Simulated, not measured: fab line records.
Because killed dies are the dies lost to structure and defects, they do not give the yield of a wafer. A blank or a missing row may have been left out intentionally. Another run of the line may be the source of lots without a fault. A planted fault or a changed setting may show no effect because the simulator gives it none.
Tool commonality check | flow berkeley_cmos170 | 14 lots, 42 wafers sampled

## REASON IT WAS OPENED
Of 14 lots, 2 have the reading GATE_OXIDE_THK flagged at UCB170_GATE_THK_MEAS_02. Fault-free wafers read 6.58 nm, with a standard deviation of 0.12.
Rule: flag the lot when none of its wafers has a number, or when each of its wafers that has one lies beyond 4 standard deviations from that mean. As for the other lots, they are considered sound.

lot  | measured     | on            | GATE_OXIDE_THK (nm), wafer by wafer | flag
L286 | day 6 04:15  | film_metro-03 | 6.72 6.62 6.64                      |
L288 | day 6 23:19  | film_metro-02 | 6.56 6.61 6.59                      |
L289 | day 6 23:19  | film_metro-04 | 6.40 6.34 6.37                      |
L291 | day 7 03:04  | film_metro-03 | 6.79 6.73 6.71                      |
L290 | day 7 03:04  | film_metro-02 | 6.64 6.69 6.56                      |
L295 | day 8 03:16  | film_metro-02 | 6.74 6.68 6.64                      |
L293 | day 8 03:17  | film_metro-04 | 6.80 6.77 6.80                      |
L292 | day 8 03:20  | film_metro-02 | 6.69 6.59 6.64                      |
L294 | day 8 03:20  | film_metro-03 | 6.64 6.63 6.47                      |
L297 | day 8 12:47  | film_metro-02 | 8.14 8.17 8.06                      | FLAGGED
L298 | day 8 12:48  | film_metro-04 | 8.03 8.12 8.00                      | FLAGGED
L301 | day 8 23:14  | film_metro-04 | 6.37 6.51 6.52                      |
L304 | day 9 11:16  | film_metro-03 | 6.56 6.57 6.55                      |
L305 | day 10 01:50 | film_metro-04 | 6.37 6.54 6.35                      |
On average the flagged lots' numbers are 8.09 nm, which is +1.51 nm against the usual, or +13 standard deviations.

## LOT BY LOT: THE TOOL USED
The record holds 1 process step before the reading, out of a route of 331 steps. Read each cell as the tool, then ch plus the chambers that the sampled wafers visited, then the start.
lot  | flag    | UCB170_GATE_OXIDATION_01
L286 |         | furnace-04 ch 0, day 6 02:45
L288 |         | furnace-01 ch 0, day 6 21:49
L289 |         | furnace-01 ch 0, day 6 21:49
L291 |         | furnace-04 ch 0, day 7 01:33
L290 |         | furnace-04 ch 0, day 7 01:33
L295 |         | furnace-03 ch 0, day 8 01:46
L293 |         | furnace-03 ch 0, day 8 01:46
L292 |         | furnace-03 ch 0, day 8 01:46
L294 |         | furnace-03 ch 0, day 8 01:46
L297 | FLAGGED | furnace-03 ch 0, day 8 11:17
L298 | FLAGGED | furnace-03 ch 0, day 8 11:17
L301 |         | furnace-01 ch 0, day 8 21:37
L304 |         | furnace-04 ch 0, day 9 09:45
L305 |         | furnace-01 ch 0, day 10 00:19
These steps, and what they do:
- UCB170_GATE_OXIDATION_01: target thk 6.6 nm, ox time 1800 s.
- UCB170_GATE_THK_MEAS_02

## FLAGGED AGAINST TOTAL, ONE TOOL AT A TIME (gauges that did the reading follow at the end)
step                     | tool          | lots run | flagged | share of the flagged lots | sound lots run after its first flagged lot
UCB170_GATE_OXIDATION_01 | furnace-01    | 4        | 0       | none                      | -
UCB170_GATE_OXIDATION_01 | furnace-03    | 6        | 2       | all                       | 0
UCB170_GATE_OXIDATION_01 | furnace-04    | 4        | 0       | none                      | -
UCB170_GATE_THK_MEAS_02  | film_metro-02 | 5        | 1       | some                      | 0
UCB170_GATE_THK_MEAS_02  | film_metro-03 | 4        | 0       | none                      | -
UCB170_GATE_THK_MEAS_02  | film_metro-04 | 5        | 1       | some                      | 2 (L301,L305)

## WHAT THE TABLE PERMITS
In the table, 1 row covers all flagged lots: furnace-03 at UCB170_GATE_OXIDATION_01.
- furnace-03 at UCB170_GATE_OXIDATION_01: 2 of its 6 lots flagged. A fault beginning between L292 (day 8 01:46), its last sound lot, and L297 (day 8 11:17), its first flagged one, fits the data. Its own readings lie more than 4 standard deviations out on every wafer of the flagged lots: spike_tc_centre_C, spike_tc_source_C, tube_center_temp_C, tube_center_temp_C_max.
furnace-03 at UCB170_GATE_OXIDATION_01 is the single tool remaining.

## WHAT WAS PUT IN BY THE SIMULATOR
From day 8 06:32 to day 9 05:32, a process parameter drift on furnace-03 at UCB170_GATE_OXIDATION_01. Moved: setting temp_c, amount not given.
Shown lots that were struck: L297, L298. This agrees with what the rule above found.
